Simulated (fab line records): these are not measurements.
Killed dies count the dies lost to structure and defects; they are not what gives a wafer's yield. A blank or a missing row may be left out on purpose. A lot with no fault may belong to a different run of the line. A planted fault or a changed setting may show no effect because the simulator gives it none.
fab line records	flow rit_cmos
[record] lots = 7	wafers = 21	last_day = 7
route steps=202 shown SDANNEAL@156 PSD@157 NSD@158 PLDD@159 NLDD@160 SILICIDE@161 CONTACT@168 M1@202
lots that met no fault: taken from a fault-free run of the same line
start_h: the number of hours between the record's first day and the start of the first shown wafer of the lot	wait_h: how many hours have passed since the lot's step before this one	" same as the row above	L1.1+2: a single row standing in for several wafers	- value missing, or start not given	* or withheld: withheld	< > ~ a bound
route shown NAME@n: a module of which the file shows steps, and the number in the route of the first	usual: average and standard deviation across the fault-free wafers	same: alike in all rows	chamber/n: place in a boat	sites: each site's reading	_std_site: standard deviation across them	_edge_site: outer sites' mean less inner sites'	radius_mm: how far each site lies from the wafer's centre	mask NAME#n: copy n	behind: tool/chamber where the wafer was last shaped	hold: cause of the lot's hold/its duration in hours/its outcome	device: transistor that didn't switch, given as n, p or np	end of line: tests of these same wafers at the route's end	a step with no rows: only its recipe	killed: dies lost to structure and defects at the first sort, not the wafer's yield	map: a wafer's dies, marking killed ones x, the rest . and places with no die _
set.NAME: the setting the step ran with; set.NAME@STEP: the setting that earlier step ran with	model.NAME: the simulator's own value behind a step, which no gauge read
lots at some steps of the route; a table a step, a row a wafer
services: from which hour (start_h, from the record's first day; less than 0 if before it) a tool's chamber was out of use, for how many hours, and why
[[steps]]
[step RIT_SDANNEAL_RTA_03]
[recipe] temp_c = 1050	time_s = 5	idle_temp_c = 600	ramp_up_c_per_s = 342	ramp_down_c_per_s = 171	cool_to_c = 600	ambient = N2
[usual] wafer_temp_C_max = 1053.5/1.1
lot.wafer	tool	chamber	start_h	wait_h	wafer_temp_C_max
L139.2	rtp_anneal-01	0	79.81	0.0	1053.5
L139.3	"	0	"	"	1052.4
L139.6	"	0	"	"	1055.6
L141.1	rtp_anneal-01	0	83.92	0.0	1053.9
L141.2	"	0	"	"	1053.4
L141.6	"	0	"	"	1053.4
L145.3	rtp_anneal-01	0	107.95	0.0	1053.9
L145.4	"	0	"	"	1052.6
L145.6	"	0	"	"	1055.9
L146.2	rtp_anneal-02	0	114.59	0.0	1053.0
L146.3	"	0	"	"	1053.1
L146.6	"	0	"	"	1052.1
L147.2	rtp_anneal-01	0	116.84	0.0	1052.8
L147.5	"	0	"	"	1054.1
L147.6	"	0	"	"	1051.1
L149.2	rtp_anneal-01	0	127.50	0.0	1054.2
L149.4	"	0	"	"	1055.3
L149.5	"	0	"	"	1055.1
L157.1	rtp_anneal-01	0	164.91	0.0	1053.1
L157.2	"	0	"	"	1052.9
L157.3	"	0	"	"	1052.6
[step RIT_SDANNEAL_RS_MEAS_04]
[recipe] thk_meas_gauge = four-point-probe
[usual] PSD_RS = 115.78/0.28
lot.wafer	tool	chamber	start_h	wait_h	PSD_RS[ohm/sq]
L139.2	film_metro-02	-	79.88	0.1	116.35
L139.3	"	-	"	"	115.74
L139.6	"	-	"	"	116.02
L141.1	film_metro-02	-	83.97	0.0	115.58
L141.2	"	-	"	"	115.66
L141.6	"	-	"	"	115.82
L145.3	film_metro-03	-	108.02	0.1	115.43
L145.4	"	-	"	"	115.61
L145.6	"	-	"	"	115.44
L146.2	film_metro-04	-	114.66	0.1	115.70
L146.3	"	-	"	"	115.76
L146.6	"	-	"	"	115.82
L147.2	film_metro-02	-	116.91	0.1	115.08
L147.5	"	-	"	"	115.13
L147.6	"	-	"	"	115.00
L149.2	film_metro-04	-	127.57	0.1	115.99
L149.4	"	-	"	"	115.79
L149.5	"	-	"	"	115.64
L157.1	film_metro-03	-	164.97	0.0	115.83
L157.2	"	-	"	"	115.98
L157.3	"	-	"	"	115.83
[step RIT_SDANNEAL_RS_MEAS_05]
[recipe] thk_meas_gauge = four-point-probe
[usual] NSD_RS = 84.42/0.23
lot.wafer	tool	chamber	start_h	wait_h	NSD_RS[ohm/sq]
L139.2	film_metro-02	-	80.00	0.1	84.81
L139.3	"	-	"	"	84.55
L139.6	"	-	"	"	84.64
L141.1	film_metro-02	-	84.09	0.1	84.13
L141.2	"	-	"	"	84.04
L141.6	"	-	"	"	84.19
L145.3	film_metro-03	-	108.14	0.1	84.45
L145.4	"	-	"	"	84.50
L145.6	"	-	"	"	84.53
L146.2	film_metro-04	-	114.78	0.1	84.15
L146.3	"	-	"	"	84.49
L146.6	"	-	"	"	84.56
L147.2	film_metro-02	-	117.03	0.1	84.34
L147.5	"	-	"	"	84.56
L147.6	"	-	"	"	84.33
L149.2	film_metro-04	-	127.69	0.1	84.05
L149.4	"	-	"	"	83.88
L149.5	"	-	"	"	84.22
L157.1	film_metro-03	-	165.09	0.1	84.40
L157.2	"	-	"	"	84.64
L157.3	"	-	"	"	84.81
[step RIT_SDANNEAL_RS_MEAS_06]
[recipe] thk_meas_gauge = four-point-probe
[usual] PLDD_RS = 179.6/0.45
lot.wafer	tool	chamber	start_h	wait_h	PLDD_RS[ohm/sq]
L139.2	film_metro-02	-	80.12	0.1	180.1
L139.3	"	-	"	"	179.8
L139.6	"	-	"	"	179.4
L141.1	film_metro-02	-	84.21	0.1	180.0
L141.2	"	-	"	"	180.4
L141.6	"	-	"	"	180.2
L145.3	film_metro-03	-	108.26	0.1	179.6
L145.4	"	-	"	"	179.3
L145.6	"	-	"	"	178.9
L146.2	film_metro-04	-	114.90	0.1	179.8
L146.3	"	-	"	"	180.0
L146.6	"	-	"	"	179.9
L147.2	film_metro-02	-	117.15	0.1	179.1
L147.5	"	-	"	"	178.8
L147.6	"	-	"	"	179.0
L149.2	film_metro-04	-	127.81	0.1	179.7
L149.4	"	-	"	"	179.7
L149.5	"	-	"	"	179.0
L157.1	film_metro-03	-	165.21	0.1	180.0
L157.2	"	-	"	"	179.4
L157.3	"	-	"	"	180.0
[step RIT_SDANNEAL_RS_MEAS_07]
[recipe] thk_meas_gauge = four-point-probe
[usual] NLDD_RS = 151.5/0.51
lot.wafer	tool	chamber	start_h	wait_h	NLDD_RS[ohm/sq]
L139.2	film_metro-02	-	80.24	0.1	151.0
L139.3	"	-	"	"	151.1
L139.6	"	-	"	"	151.1
L141.1	film_metro-02	-	84.33	0.1	151.4
L141.2	"	-	"	"	151.1
L141.6	"	-	"	"	151.8
L145.3	film_metro-03	-	108.38	0.1	151.4
L145.4	"	-	"	"	151.4
L145.6	"	-	"	"	150.9
L146.2	film_metro-04	-	115.02	0.1	152.3
L146.3	"	-	"	"	151.6
L146.6	"	-	"	"	151.4
L147.2	film_metro-02	-	117.27	0.1	152.5
L147.5	"	-	"	"	152.2
L147.6	"	-	"	"	152.2
L149.2	film_metro-04	-	127.93	0.1	151.7
L149.4	"	-	"	"	151.8
L149.5	"	-	"	"	151.4
L157.1	film_metro-03	-	165.33	0.1	150.8
L157.2	"	-	"	"	151.4
L157.3	"	-	"	"	150.9
[step RIT_SILICIDE_WET_ETCH_00]
[recipe] chemistry = BOE	target = SiO2	target_depth_nm = 14	time_s = 15	dry = n2_spin	dilution = 10:1	temp_c = 21.5
[step RIT_SILICIDE_SPUTTER_01]
[recipe] material = Ti	target_thk_nm = 30	power_w = 358.6	chamber_pressure_pa = 0.667	gas = Ar	time_s = 240	substrate_temp_c = 25
[usual] throttle_valve_pct = 30.4/0.94
lot.wafer	tool	chamber	start_h	wait_h	throttle_valve_pct
L139.2	pvd_sputter-04	-	80.35	0.0	29.2
L139.3	"	-	"	"	32.8
L139.6	"	-	"	"	29.1
L141.1	pvd_sputter-04	-	84.47	0.0	29.3
L141.2	"	-	"	"	32.7
L141.6	"	-	"	"	29.4
L145.3	pvd_sputter-04	-	108.48	0.0	29.6
L145.4	"	-	"	"	32.5
L145.6	"	-	"	"	32.5
L146.2	pvd_sputter-01	-	115.14	0.0	30.7
L146.3	"	-	"	"	30.3
L146.6	"	-	"	"	30.5
L147.2	pvd_sputter-02	-	117.38	0.0	32.7
L147.5	"	-	"	"	32.9
L147.6	"	-	"	"	28.9
L149.2	pvd_sputter-04	-	128.04	0.0	30.9
L149.4	"	-	"	"	32.7
L149.5	"	-	"	"	29.3
L157.1	pvd_sputter-01	-	165.46	0.0	30.1
L157.2	"	-	"	"	30.8
L157.3	"	-	"	"	31.1
[step RIT_SILICIDE_RS_MEAS_02]
[recipe] thk_meas_gauge = four-point-probe	reads = Ti_of_SILICIDE_SPUTTER_01
[usual] SILICIDE_TI_RS = 46.2/0.72
lot.wafer	tool	chamber	start_h	wait_h	SILICIDE_TI_RS[ohm/sq]
L139.2	film_metro-03	-	80.52	0.1	47.5
L139.3	"	-	"	"	47.1
L139.6	"	-	"	"	48.1
L141.1	film_metro-03	-	84.62	0.1	47.8
L141.2	"	-	"	"	47.4
L141.6	"	-	"	"	47.9
L145.3	film_metro-01	-	108.67	0.1	47.1
L145.4	"	-	"	"	46.3
L145.6	"	-	"	"	46.3
L146.2	film_metro-01	-	115.31	0.1	46.2
L146.3	"	-	"	"	45.8
L146.6	"	-	"	"	46.6
L147.2	film_metro-02	-	117.55	0.1	46.3
L147.5	"	-	"	"	46.5
L147.6	"	-	"	"	45.6
L149.2	film_metro-03	-	128.21	0.1	46.1
L149.4	"	-	"	"	46.2
L149.5	"	-	"	"	46.8
L157.1	film_metro-03	-	165.61	0.1	45.4
L157.2	"	-	"	"	46.1
L157.3	"	-	"	"	45.5
[step RIT_SILICIDE_THK_MEAS_03]
[recipe] thk_meas_gauge = xrf	reads = Ti_of_SILICIDE_SPUTTER_01
[usual] SILICIDE_TI_THK = 31.3/0.4
lot.wafer	tool	chamber	start_h	wait_h	SILICIDE_TI_THK[nm]
L139.2	film_metro-03	-	80.63	0.1	30.7
L139.3	"	-	"	"	30.9
L139.6	"	-	"	"	30.5
L141.1	film_metro-03	-	84.74	0.1	30.5
L141.2	"	-	"	"	30.8
L141.6	"	-	"	"	30.4
L145.3	film_metro-01	-	108.77	0.1	31.1
L145.4	"	-	"	"	31.4
L145.6	"	-	"	"	31.3
L146.2	film_metro-01	-	115.42	0.1	31.5
L146.3	"	-	"	"	31.6
L146.6	"	-	"	"	31.2
L147.2	film_metro-02	-	117.66	0.1	31.0
L147.5	"	-	"	"	30.9
L147.6	"	-	"	"	31.4
L149.2	film_metro-03	-	128.32	0.1	31.1
L149.4	"	-	"	"	31.3
L149.5	"	-	"	"	31.1
L157.1	film_metro-03	-	165.73	0.1	31.7
L157.2	"	-	"	"	31.4
L157.3	"	-	"	"	31.7
[step RIT_SILICIDE_RTA_04]
[recipe] temp_c = 650	time_s = 10	idle_temp_c = 25	ramp_up_s = 5	ramp_down_s = 5	cool_to_c = 25	ambient = N2
[usual] wafer_temp_C_max = 653.2/0.61
lot.wafer	tool	chamber	start_h	wait_h	wafer_temp_C_max
L139.2	rtp_anneal-01	0	80.69	0.1	653.0
L139.3	"	0	"	"	653.9
L139.6	"	0	"	"	653.0
L141.1	rtp_anneal-02	0	84.80	0.1	654.0
L141.2	"	0	"	"	653.2
L141.6	"	0	"	"	655.4
L145.3	rtp_anneal-02	0	108.83	0.1	652.5
L145.4	"	0	"	"	653.4
L145.6	"	0	"	"	653.0
L146.2	rtp_anneal-01	0	115.48	0.1	653.1
L146.3	"	0	"	"	652.7
L146.6	"	0	"	"	652.8
L147.2	rtp_anneal-02	0	117.72	0.1	652.9
L147.5	"	0	"	"	653.6
L147.6	"	0	"	"	652.9
L149.2	rtp_anneal-02	0	128.38	0.1	653.7
L149.4	"	0	"	"	653.8
L149.5	"	0	"	"	653.0
L157.1	rtp_anneal-02	0	165.79	0.1	653.6
L157.2	"	0	"	"	653.5
L157.3	"	0	"	"	652.9
[step RIT_SILICIDE_WET_ETCH_05]
[recipe] chemistry = SPM	target = Ti	temp_c = 90	time_s = 120	dry = n2_spin
[step RIT_SILICIDE_RTA_06]
[recipe] temp_c = 750	time_s = 10	idle_temp_c = 25	ramp_up_s = 5	ramp_down_s = 10	cool_to_c = 25	ambient = N2
[usual] wafer_temp_C_max = 753.7/0.71
lot.wafer	tool	chamber	start_h	wait_h	wafer_temp_C_max
L139.2	rtp_anneal-02	0	80.80	0.0	753.5
L139.3	"	0	"	"	753.2
L139.6	"	0	"	"	753.0
L141.1	rtp_anneal-01	0	84.98	0.0	753.1
L141.2	"	0	"	"	752.9
L141.6	"	0	"	"	753.0
L145.3	rtp_anneal-01	0	108.94	0.0	753.1
L145.4	"	0	"	"	755.0
L145.6	"	0	"	"	753.9
L146.2	rtp_anneal-02	0	115.59	0.0	753.8
L146.3	"	0	"	"	753.2
L146.6	"	0	"	"	753.9
L147.2	rtp_anneal-01	0	117.83	0.0	754.5
L147.5	"	0	"	"	754.4
L147.6	"	0	"	"	753.4
L149.2	rtp_anneal-01	0	128.49	0.0	754.2
L149.4	"	0	"	"	753.7
L149.5	"	0	"	"	753.3
L157.1	rtp_anneal-01	0	165.95	0.0	753.1
L157.2	"	0	"	"	755.3
L157.3	"	0	"	"	754.2
[step RIT_CONTACT_CVD_00]
[recipe] material = SiO2	target_thk_nm = 400	precursor = TEOS	temp_c = 390	time_s = 61	rf_w = 400
[usual] heater_power_w = 313/50	rf_fwd_power_W = 397.3/1.4
lot.wafer	tool	chamber	start_h	wait_h	heater_power_w	rf_fwd_power_W
L139.2	pecvd-01	1	80.86	0.0	316	397.9
L139.3	"	0	"	"	296	398.0
L139.6	"	2	"	"	427	397.9
L141.1	pecvd-02	0	85.04	0.1	339	398.0
L141.2	"	1	"	"	313	398.6
L141.6	"	1	"	"	316	398.3
L145.3	pecvd-01	2	109.01	0.1	-	-
L145.4	"	1	"	"	-	-
L145.6	"	2	"	"	-	-
L146.2	pecvd-03	2	115.64	0.0	-	-
L146.3	"	1	"	"	-	-
L146.6	"	1	"	"	-	-
L147.2	pecvd-02	2	117.88	0.0	-	-
L147.5	"	0	"	"	-	-
L147.6	"	2	"	"	-	-
L149.2	pecvd-03	1	128.55	0.0	358	396.0
L149.4	"	0	"	"	274	397.8
L149.5	"	2	"	"	300	396.4
L157.1	pecvd-01	2	166.01	0.1	428	398.3
L157.2	"	1	"	"	286	397.7
L157.3	"	0	"	"	306	396.4
[step RIT_CONTACT_HMDS_02]
[recipe] prime_time_s = 60	prime_temp_c = 140
[step RIT_CONTACT_COAT_03]
[recipe] resist = NOVOLAK	spin_rpm = 3250	resist_thk_nm = 1000
[step RIT_CONTACT_SOFTBAKE_04]
[recipe] resist = NOVOLAK	temp_c = 90	time_s = 60
[step RIT_CONTACT_EXPOSE_05]
[recipe] mask_id = M11	na = 0.6	source_shape = conventional	sigma_outer = 0.5	target_cd_nm = 1000	dose_mj = 250
[step RIT_CONTACT_PEB_06]
[recipe] resist = NOVOLAK	temp_c = withheld	time_s = withheld
[step RIT_CONTACT_DEVELOP_07]
[recipe] resist = NOVOLAK	develop_time_s = 120	dev_temp_c = 23
[step RIT_CONTACT_CD_MEAS_08]
[recipe] target_cd_nm = 1000
[usual] cd_nm = 999.8/2.4
lot.wafer	tool	chamber	start_h	wait_h	cd_nm
L139.2	cd_sem-02	-	82.15	-	995.3
L139.3	"	-	"	"	997.5
L139.6	"	-	"	"	996.7
L141.1	cd_sem-01	-	86.30	-	1003.9
L141.2	"	-	"	"	1003.9
L141.6	"	-	"	"	1001.2
L145.3	cd_sem-02	-	110.13	-	999.1
L145.4	"	-	"	"	998.8
L145.6	"	-	"	"	999.5
L146.2	cd_sem-02	-	116.74	-	999.5
L146.3	"	-	"	"	999.3
L146.6	"	-	"	"	999.5
L147.2	cd_sem-02	-	119.27	-	998.3
L147.5	"	-	"	"	1000.5
L147.6	"	-	"	"	998.2
L149.2	cd_sem-01	-	129.64	-	1000.5
L149.4	"	-	"	"	1001.7
L149.5	"	-	"	"	1002.0
L157.1	cd_sem-01	-	167.22	-	1001.2
L157.2	"	-	"	"	997.9
L157.3	"	-	"	"	999.1
[step RIT_CONTACT_OVL_MEAS_09]
[usual] CONTACT_OVL = 0.6/1.1
lot.wafer	tool	chamber	start_h	wait_h	CONTACT_OVL[nm]
L139.2	overlay-02	-	82.25	0.1	1.2
L139.3	"	-	"	"	-0.1
L139.6	"	-	"	"	0.8
L141.1	overlay-01	-	86.42	0.1	0.0
L141.2	"	-	"	"	1.3
L141.6	"	-	"	"	2.5
L145.3	overlay-01	-	110.22	0.1	0.6
L145.4	"	-	"	"	0.4
L145.6	"	-	"	"	-0.3
L146.2	overlay-01	-	116.85	0.1	2.4
L146.3	"	-	"	"	1.8
L146.6	"	-	"	"	0.8
L147.2	overlay-02	-	119.38	0.1	-0.5
L147.5	"	-	"	"	1.4
L147.6	"	-	"	"	0.5
L149.2	overlay-02	-	129.76	0.1	0.5
L149.4	"	-	"	"	-0.5
L149.5	"	-	"	"	0.4
L157.1	overlay-01	-	167.34	0.1	0.8
L157.2	"	-	"	"	-1.6
L157.3	"	-	"	"	-0.6
[step RIT_CONTACT_HARDBAKE_10]
[recipe] resist = NOVOLAK	temp_c = 140	time_s = 60
[step RIT_CONTACT_ETCH_11]
[recipe] target_depth_a = 4800	over_etch_frac = 0.2	stop_on = TiSi2	chemistry = CHF3/CF4/Ar	target = SiO2	CHF3_flow_sccm = 50	cf4_flow_sccm = 10	Ar_flow_sccm = 100	O2_flow_sccm = 5	pressure_mtorr = 100	rf_w = 200	time_s = 320
[usual] drypump_motor_current_A = 5.7/0.49	oes_product_au = 0.984/0.014	rf_fwd_power_W = 199.6/0.57	throttle_valve_pct = 8.83/0.12
lot.wafer	tool	chamber	start_h	wait_h	drypump_motor_current_A	oes_product_au	rf_fwd_power_W	rf_hours_counter_h	throttle_valve_pct	model.etch.depth_nm	model.CONTACT.feature_depth_nm
L139.2	rie_diel-04	2	82.73	0.1	6.0	0.959	198.9	6	8.62	394.3	394.3
L139.3	"	0	"	"	5.3	0.994	199.4	54	8.74	392.9	392.9
L139.6	"	3	"	"	5.7	0.982	198.3	-	8.91	405.5	405.5
L141.1	rie_diel-01	2	86.61	0.1	5.0	0.992	200.4	75	8.78	400.8	400.8
L141.2	"	3	"	"	5.6	0.961	199.1	27	8.90	396.8	396.8
L141.6	"	2	"	"	5.0	0.989	199.8	-	8.77	403.5	403.5
L145.3	rie_diel-02	3	110.39	0.1	6.4	0.927	199.3	2	8.66	0	1e-09
L145.4	"	2	"	"	5.8	0.939	199.2	119	8.98	0	1e-09
L145.6	"	3	"	"	6.3	0.937	200.8	-	8.65	0	1e-09
L146.2	rie_diel-01	0	117.03	0.1	4.9	0.948	200.0	1	8.84	0	1e-09
L146.3	"	2	"	"	5.0	0.939	200.5	76	8.75	0	1e-09
L146.6	"	2	"	"	5.0	0.952	199.2	-	8.76	0	1e-09
L147.2	rie_diel-04	2	119.56	0.1	6.0	0.902	199.3	6	8.61	0	1e-09
L147.5	"	3	"	"	5.7	0.945	200.0	-	8.89	0	1e-09
L147.6	"	0	"	"	5.3	0.946	200.3	-	8.72	0	1e-09
L149.2	rie_diel-01	0	130.26	0.1	4.9	1.000	199.0	1	8.85	395.5	395.5
L149.4	"	0	"	"	4.9	0.998	199.5	-	8.82	395.5	395.5
L149.5	"	3	"	"	5.6	0.967	199.4	-	8.89	395.6	395.6
L157.1	rie_diel-01	2	167.67	0.1	5.0	0.998	199.3	77	8.77	393.6	393.6
L157.2	"	0	"	"	4.9	0.994	198.5	2	8.84	395.9	395.8
L157.3	"	3	"	"	5.6	0.963	199.8	29	8.90	391.4	391.4
[step RIT_CONTACT_STRIP_12]
[recipe] chemistry = O2	time_s = 172.5	resist = NOVOLAK	platen_temp_c = withheld	power_w = 500	pressure_mtorr = 4000	o2_flow_sccm = 4000
[usual] drypump_motor_current_A = 5.6/0.36
lot.wafer	tool	chamber	start_h	wait_h	drypump_motor_current_A	rf_hours_counter_h
L139.2	plasma_asher-03	0	82.92	0.1	5.2	30
L139.3	"	0	"	"	5.2	-
L139.6	"	1	"	"	5.1	-
L141.1	plasma_asher-03	1	86.90	0.2	5.1	30
L141.2	"	0	"	"	5.2	30
L141.6	"	1	"	"	5.1	-
L145.3	plasma_asher-01	0	110.65	0.2	5.9	-
L145.4	"	1	"	"	5.7	-
L145.6	"	0	"	"	5.9	-
L146.2	plasma_asher-03	0	117.22	0.1	5.2	33
L146.3	"	0	"	"	5.2	-
L146.6	"	1	"	"	5.1	-
L147.2	plasma_asher-04	1	119.75	0.1	6.0	0
L147.5	"	0	"	"	6.0	-
L147.6	"	1	"	"	6.0	-
L149.2	plasma_asher-01	1	130.45	0.1	5.7	43
L149.4	"	1	"	"	5.7	-
L149.5	"	1	"	"	5.7	-
L157.1	plasma_asher-03	1	167.87	0.1	5.1	39
L157.2	"	0	"	"	5.2	39
L157.3	"	0	"	"	5.2	-
[step RIT_CONTACT_CD_MEAS_90]
[recipe] target_cd_nm = 1000
[usual] cd_nm = 999.9/2.4
lot.wafer	tool	chamber	start_h	wait_h	cd_nm
L139.2	cd_sem-01	-	83.11	0.1	995.6
L139.3	"	-	"	"	997.3
L139.6	"	-	"	"	995.9
L141.1	cd_sem-02	-	87.07	0.1	1004.0
L141.2	"	-	"	"	1003.7
L141.6	"	-	"	"	1000.7
L145.3	cd_sem-02	-	110.80	0.1	-
L145.4	"	-	"	"	-
L145.6	"	-	"	"	-
L146.2	cd_sem-02	-	117.41	0.1	-
L146.3	"	-	"	"	-
L146.6	"	-	"	"	-
L147.2	cd_sem-02	-	119.95	0.1	-
L147.5	"	-	"	"	-
L147.6	"	-	"	"	-
L149.2	cd_sem-02	-	130.65	0.1	1000.8
L149.4	"	-	"	"	1002.1
L149.5	"	-	"	"	1001.9
L157.1	cd_sem-02	-	168.04	0.1	1001.4
L157.2	"	-	"	"	997.3
L157.3	"	-	"	"	999.2
[step RIT_CONTACT_CLEAN_13]
[recipe] chemistry = SC1	mix = 3:3:50	time_s = 600	temp_c = 75
[step RIT_M1_PROBE_99]
[usual] killed_at_contacts = 0.1/0.23	killed_at_front_end = 6.6/2.8	killed_dies = 6.6/2.8	killed_on_rim = 1.8/1.4	killed_open = 3.3/2	killed_short = 3.2/1.7
[same] gross_dies = 264	killed_at_M0_to_M3 = 0	killed_at_M4_up = 0	killed_at_back_side = 0	killed_at_other = 0
lot.wafer	tool	chamber	start_h	wait_h	killed_at_contacts	killed_at_front_end	killed_dies	killed_on_rim	killed_open	killed_short
L141.1	prober-02	-	91.75	0.1	0	9	9	5	7	2
L141.2	prober-02	-	91.80	0.1	0	11	11	4	7	4
L141.6	prober-02	-	92.00	0.2	0	9	9	1	5	4
L145.3	prober-02	-	115.47	0.2	262	2	264	70	0	2
L145.4	prober-02	-	115.52	0.2	262	2	264	70	1	1
L145.6	prober-02	-	115.62	0.2	262	2	264	70	1	1
L146.2	prober-01	-	122.08	0.1	263	1	264	70	0	1
L146.3	prober-01	-	122.13	0.2	261	3	264	70	3	0
L146.6	prober-01	-	122.28	0.2	264	0	264	70	0	0
L147.2	prober-02	-	124.69	0.1	261	3	264	70	1	2
L147.5	prober-02	-	124.84	0.2	263	1	264	70	1	0
L147.6	prober-02	-	124.89	0.2	263	1	264	70	1	0
L149.2	prober-02	-	135.35	0.1	1	5	6	2	4	2
// killed by level:class
L141.1 FOX2:geometric_particle:open=3 FOX1:geometric_particle:open=2 GATE:geometric_particle:open=2 FOX1:geometric_particle:short=1 SPACER:geometric_particle:short=1
L141.2 GATE:geometric_particle:open=5 FOX1:geometric_particle:short=2 FOX1:geometric_particle:open=2 GATE:geometric_particle:short=1 REOX:geometric_particle:short=1
L141.6 FOX1:geometric_particle:open=3 FOX1:geometric_particle:short=1 GATE:geometric_particle:open=1 REOX:geometric_particle:short=1 REOX:geometric_particle:open=1 SPACER:geometric_particle:short=1 SILICIDE:geometric_particle:short=1
L145.3 CONTACT:lost_pattern=260 REOX:geometric_particle:short=2 CONTACT:area_cvd=2
L145.4 CONTACT:lost_pattern=262 GATE:geometric_particle:short=1 GATE:geometric_particle:open=1
L145.6 CONTACT:lost_pattern=261 GATE:geometric_particle:short=1 GATE:geometric_particle:open=1 CONTACT:area_cvd=1
L146.2 CONTACT:lost_pattern=263 GATE:geometric_particle:short=1
L146.3 CONTACT:lost_pattern=260 SPACER:geometric_particle:open=2 FOX1:geometric_particle:open=1 CONTACT:area_cvd=1
L146.6 CONTACT:lost_pattern=264
L147.2 CONTACT:lost_pattern=261 FOX2:geometric_particle:short=1 GATE:geometric_particle:open=1 SILICIDE:geometric_particle:short=1
L147.5 CONTACT:lost_pattern=262 GATE:geometric_particle:open=1 CONTACT:area_cvd=1
L147.6 CONTACT:lost_pattern=262 GATE:geometric_particle:open=1 CONTACT:area_cvd=1
L149.2 FOX1:geometric_particle:short=1 FOX1:geometric_particle:open=1 FOX2:geometric_particle:open=1 REOX:geometric_particle:open=1 SPACER:geometric_particle:short=1 CONTACT:geometric_particle:open=1
// map L145.3 (x killed, . not)
________xxxxxxx_______
_____xxxxxxxxxxxxx____
____xxxxxxxxxxxxxxx___
___xxxxxxxxxxxxxxxxx__
__xxxxxxxxxxxxxxxxxxx_
__xxxxxxxxxxxxxxxxxxx_
_xxxxxxxxxxxxxxxxxxxxx
_xxxxxxxxxxxxxxxxxxxxx
_xxxxxxxxxxxxxxxxxxxxx
_xxxxxxxxxxxxxxxxxxxxx
__xxxxxxxxxxxxxxxxxxx_
__xxxxxxxxxxxxxxxxxxx_
___xxxxxxxxxxxxxxxxx__
____xxxxxxxxxxxxxxx___
_____xxxxxxxxxxxxx____
________xxxxxxx_______
// map L146.2 (x killed, . not)
________xxxxxxx_______
_____xxxxxxxxxxxxx____
____xxxxxxxxxxxxxxx___
___xxxxxxxxxxxxxxxxx__
__xxxxxxxxxxxxxxxxxxx_
__xxxxxxxxxxxxxxxxxxx_
_xxxxxxxxxxxxxxxxxxxxx
_xxxxxxxxxxxxxxxxxxxxx
_xxxxxxxxxxxxxxxxxxxxx
_xxxxxxxxxxxxxxxxxxxxx
__xxxxxxxxxxxxxxxxxxx_
__xxxxxxxxxxxxxxxxxxx_
___xxxxxxxxxxxxxxxxx__
____xxxxxxxxxxxxxxx___
_____xxxxxxxxxxxxx____
________xxxxxxx_______
[[services]]
tool	chamber	start_h	hours	kind
rie_diel-01	0	72.34	-	clean
rie_diel-01	0	72.34	-	consumable_replace:esc
rie_diel-01	0	72.34	20.8	scheduled_down
rie_diel-01	0	72.34	20.8	vent_cycle
rie_diel-02	0	81.92	9.5	repair
pecvd-03	-	85.27	1.0	repair
rie_diel-01	1	86.22	10.6	repair
rie_diel-04	2	87.08	5.0	repair
pecvd-01	-	89.32	6.0	pm
pecvd-01	0	99.99	13.7	repair
plasma_asher-04	-	108.75	9.0	pm
plasma_asher-04	0	108.75	9.0	vent_cycle
plasma_asher-04	1	108.75	9.0	vent_cycle
plasma_asher-04	0	117.75	-	clean
plasma_asher-04	1	117.75	-	clean
rie_diel-01	2	127.12	22.4	repair
plasma_asher-01	-	134.42	1.8	repair
pecvd-01	1	136.30	19.4	repair
pvd_sputter-04	-	164.15	2.6	repair
rie_diel-01	-	164.62	2.1	repair
[[key]]
[first_sign] step = RIT_CONTACT_CVD_00	reading = tool_record	direction = missing
[effect] step = RIT_CONTACT_ETCH_11	reading = oes_product_au	direction = down	sigmas = 3.5	usual = 0.984	struck = 0.937
[effect] step = RIT_CONTACT_CD_MEAS_90	reading = cd_nm	direction = missing
[effect] step = RIT_M1_PROBE_99	reading = killed_at_contacts	direction = up	sigmas = 99+	usual = 0.1	struck = 262.3
[model_effect] step = RIT_CONTACT_ETCH_11	value = etch.depth_nm	without = 400.3	struck = 0
met_at RIT_CONTACT_CVD_00
struck_wafers L145.3,L145.4,L145.6,L146.2,L146.3,L146.6,L147.2,L147.5,L147.6
later_rows_left_out L145.3,L145.4,L145.6,L146.2,L146.3,L146.6,L147.2,L147.5,L147.6
tester_left_out L145,L146,L147
onset_between 85.04 109.01
[fault] kind = skipped_step_whole	tool = pecvd-01,pecvd-02,pecvd-03	chamber = -	onset_h = 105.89	steps = RIT_CONTACT_CVD_00	scope = struck_lots_only
// tester_left_out: of these lots the tester's yield and bins aren't shown, on N5 and GAA mostly nor the transistor test; their killed dies are dies lost to structure and defects alone, not to doping, threshold or leakage, so they don't give the yield
// later_rows_left_out: the simulator's readings of these wafers behind a module that went badly wrong aren't trusted and aren't shown, but for the sort
